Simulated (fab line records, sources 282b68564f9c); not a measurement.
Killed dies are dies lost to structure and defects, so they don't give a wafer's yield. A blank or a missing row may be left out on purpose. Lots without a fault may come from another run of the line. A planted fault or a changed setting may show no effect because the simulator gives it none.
Which tool did it? | flow rit_cmos | 13 lots, 39 wafers sampled, at 6 steps of a route of 202

WHAT THE GAUGES READ, wafer by wafer
RIT_NRETRO_TW_MEAS_10.
lot  | measured    | on            | NRETRO_TW
L479 | day 2 10:04 | film_metro-01 | 1052 1060 1051
L480 | day 2 12:57 | film_metro-04 | 1057 1063 1063
L481 | day 2 16:26 | film_metro-04 | 1057 1063 1057
L482 | day 2 21:51 | film_metro-04 | 1059 1054 1063
L483 | day 3 03:25 | film_metro-04 | 1064 1061 1062
L484 | day 3 06:41 | film_metro-02 | 1062 1057 1058
L486 | day 3 18:46 | film_metro-02 | 1063 1064 1053
L488 | day 4 03:10 | film_metro-02 | 1065 1057 1056
L489 | day 4 08:19 | film_metro-01 | 1056 1056 1052
L490 | day 4 14:53 | film_metro-01 | 1056 1053 1055
L493 | day 5 04:14 | film_metro-01 | 31 31 31
L494 | day 5 10:38 | film_metro-04 | 1061 1064 1065
L502 | day 7 20:01 | film_metro-02 | 1061 1068 1065

RIT_PRETRO_TW_MEAS_10.
lot  | measured    | on            | PRETRO_TW
L479 | day 2 11:37 | film_metro-03 | 477.6 477.7 478.5
L480 | day 2 14:37 | film_metro-02 | 474.2 475.5 479.4
L481 | day 2 17:59 | film_metro-02 | 478.2 475.5 477.0
L482 | day 2 23:32 | film_metro-03 | 473.5 477.6 476.3
L483 | day 3 04:58 | film_metro-02 | 480.5 481.6 480.5
L484 | day 3 08:21 | film_metro-01 | 477.3 476.4 475.5
L486 | day 3 20:21 | film_metro-01 | 475.6 478.1 476.3
L488 | day 4 04:43 | film_metro-03 | 476.3 471.3 473.6
L489 | day 4 09:59 | film_metro-03 | 474.9 475.9 476.4
L490 | day 4 17:00 | film_metro-03 | 475.0 477.1 476.2
L493 | day 5 05:55 | film_metro-03 | 59.3 57.0 58.4
L494 | day 5 12:18 | film_metro-03 | 475.6 476.8 475.6
L502 | day 7 21:42 | film_metro-01 | 476.7 472.7 475.2

RIT_SPACER_THK_MEAS_04.
lot  | measured    | on            | SPACER_NITRIDE_THK (nm)
L479 | day 3 01:58 | film_metro-02 | 249.2 249.4 251.0
L480 | day 3 04:16 | film_metro-02 | 247.1 248.5 245.9
L481 | day 3 09:36 | film_metro-02 | 249.3 247.8 251.1
L482 | day 3 14:56 | film_metro-02 | 244.6 245.7 244.3
L483 | day 3 18:30 | film_metro-03 | 249.6 251.6 250.6
L484 | day 3 22:28 | film_metro-01 | 248.5 248.7 249.4
L486 | day 4 13:25 | film_metro-02 | 253.2 250.2 251.0
L488 | day 4 19:17 | film_metro-03 | 249.6 251.0 249.7
L489 | day 5 02:13 | film_metro-01 | 250.0 251.8 248.2
L490 | day 5 11:14 | film_metro-03 | 251.5 251.9 253.5
L493 | day 5 20:59 | film_metro-01 | 247.5 248.0 245.1
L494 | day 6 03:02 | film_metro-01 | 249.5 249.2 247.7
L502 | day 8 20:20 | film_metro-03 | 250.7 250.5 250.6

RIT_NSD_TW_MEAS_10.
lot  | measured    | on            | NSD_TW
L479 | day 3 03:40 | film_metro-01 | 3121 3107 3123
L480 | day 3 05:56 | film_metro-01 | 3130 3119 3136
L481 | day 3 11:14 | film_metro-01 | 3124 3122 3127
L482 | day 3 16:41 | film_metro-02 | 3139 3138 3153
L483 | day 3 20:27 | film_metro-02 | 3145 3150 3159
L484 | day 4 00:10 | film_metro-02 | 3138 3145 3148
L486 | day 4 14:59 | film_metro-02 | 3153 3145 3141
L488 | day 4 20:59 | film_metro-04 | 3125 3140 3133
L489 | day 5 03:55 | film_metro-01 | 3123 3115 3105
L490 | day 5 12:55 | film_metro-01 | 3099 3117 3101
L493 | day 5 22:40 | film_metro-04 | 3142 3152 3148
L494 | day 6 04:44 | film_metro-02 | 3131 3136 3130
L502 | day 8 22:17 | film_metro-04 | 3151 3167 3141

WHICH TOOL RAN EACH LOT (tool, then ch and the chambers of the sampled wafers, then the start)
lot  | RIT_NWELL_STRIP_09                  | RIT_SPACER_ETCHBACK_05
L479 | plasma_asher-04 ch 0,1, day 2 00:47 | rie_diel-03 ch 0,2,3, day 3 02:00
L480 | plasma_asher-03 ch 0, day 2 04:11   | rie_diel-04 ch 0,2,3, day 3 04:19
L481 | plasma_asher-01 ch 0,1, day 2 06:54 | rie_diel-03 ch 0,3, day 3 09:38
L482 | plasma_asher-01 ch 0,1, day 2 13:11 | rie_diel-01 ch 1,3, day 3 14:59
L483 | plasma_asher-01 ch 1, day 2 18:40   | rie_diel-04 ch 1,2,3, day 3 18:34
L484 | plasma_asher-01 ch 0,1, day 2 21:49 | rie_diel-03 ch 1,2, day 3 22:31
L486 | plasma_asher-04 ch 0,1, day 3 09:22 | rie_diel-03 ch 0,1,2, day 4 13:28
L488 | plasma_asher-04 ch 0,1, day 3 18:26 | rie_diel-04 ch 0,1,3, day 4 19:20
L489 | plasma_asher-01 ch 0,1, day 3 22:35 | rie_diel-04 ch 0,1, day 5 02:16
L490 | plasma_asher-01 ch 0,1, day 4 06:04 | rie_diel-03 ch 0,2,3, day 5 11:17
L493 | plasma_asher-01 ch 0,1, day 4 19:11 | rie_diel-04 ch 0,1, day 5 21:02
L494 | plasma_asher-04 ch 0,1, day 5 01:52 | rie_diel-04 ch 0,1,3, day 6 03:06
L502 | plasma_asher-01 ch 0,1, day 7 05:54 | rie_diel-03 ch 0,1,2, day 8 20:23
- RIT_NWELL_STRIP_09: strips in O2, time 180 s.
- RIT_SPACER_ETCHBACK_05: etches Si3N4 in SF6/CHF3, stops on SiO2, target depth 250 nm, time 240 s.

WHAT THE TOOLS THEMSELVES READ (means of the sampled wafers that have a number; where no wafer has one, the mark that the record gives instead)
RIT_NWELL_STRIP_09.
lot  | tool            | drypump_motor_current_A (A) | run_length_s (s)
L479 | plasma_asher-04 | 5.32                        | 208.0
L480 | plasma_asher-03 | 6.25                        | 208.0
L481 | plasma_asher-01 | 5.42                        | 208.4
L482 | plasma_asher-01 | 5.59                        | 208.7
L483 | plasma_asher-01 | 5.27                        | 208.7
L484 | plasma_asher-01 | 5.42                        | 208.6
L486 | plasma_asher-04 | 5.25                        | 208.7
L488 | plasma_asher-04 | 5.31                        | 208.6
L489 | plasma_asher-01 | 5.44                        | 208.6
L490 | plasma_asher-01 | 5.42                        | 208.7
L493 | plasma_asher-01 | 5.58                        | 72.1
L494 | plasma_asher-04 | 5.26                        | 208.7
L502 | plasma_asher-01 | 5.58                        | 208.5

RIT_SPACER_ETCHBACK_05.
lot  | tool        | drypump_motor_current_A (A) | oes_product_au (a.u.) | throttle_valve_pct (%)
L479 | rie_diel-03 | 5.3                         | 0.844                 | 10.28
L480 | rie_diel-04 | 5.9                         | 0.850                 | 10.25
L481 | rie_diel-03 | 5.0                         | 0.838                 | 10.31
L482 | rie_diel-01 | 5.6                         | 0.815                 | 10.09
L483 | rie_diel-04 | 5.7                         | 0.863                 | 10.36
L484 | rie_diel-03 | 5.7                         | 0.848                 | 10.23
L486 | rie_diel-03 | 5.4                         | 0.850                 | 10.27
L488 | rie_diel-04 | 6.1                         | 0.856                 | 10.39
L489 | rie_diel-04 | 5.9                         | 0.848                 | 10.45
L490 | rie_diel-03 | 5.3                         | 0.847                 | 10.28
L493 | rie_diel-04 | 6.0                         | 0.835                 | 10.44
L494 | rie_diel-04 | 6.1                         | 0.835                 | 10.41
L502 | rie_diel-03 | 5.4                         | 0.850                 | 10.27

THE ANSWER, worked out from the rows above alone
Rule: what is usual is taken from the lots themselves. Put in order of their means at a reading, lots are off if they are a third of the lots or fewer, leave a main group of 4 or more, and stand apart from it by a gap of 3 or more times the standard deviation of the main group's means; of several such gaps the widest counts. A main group whose means are all the same, to the digits that the tables above print for the reading, isn't used. A lot without any number at a reading at which 4 lots or more have one is off too. The other lots that the step has rows for count as sound. The gauges are gone through in route order, then the tools' own readings, and for those a lot's mean is taken as printed above. The first step at which some lot is off is used, and at that step the reading that is off furthest; a lot without a number counts as furthest.
Off: L493, at RIT_NRETRO_TW_MEAS_10 (NRETRO_TW). The main group: mean 1059, standard deviation 3.2.
A tool fits if, at a process step before that reading, it ran every lot that is off, and no sound lot after the first of them. The gauges at RIT_NRETRO_TW_MEAS_10 aren't tried: what is off there is off at RIT_PRETRO_TW_MEAS_10 too, on other tools, and a gauge's error can't cause that. None of those tried fits.

WHAT THE SIMULATOR HAD PUT IN
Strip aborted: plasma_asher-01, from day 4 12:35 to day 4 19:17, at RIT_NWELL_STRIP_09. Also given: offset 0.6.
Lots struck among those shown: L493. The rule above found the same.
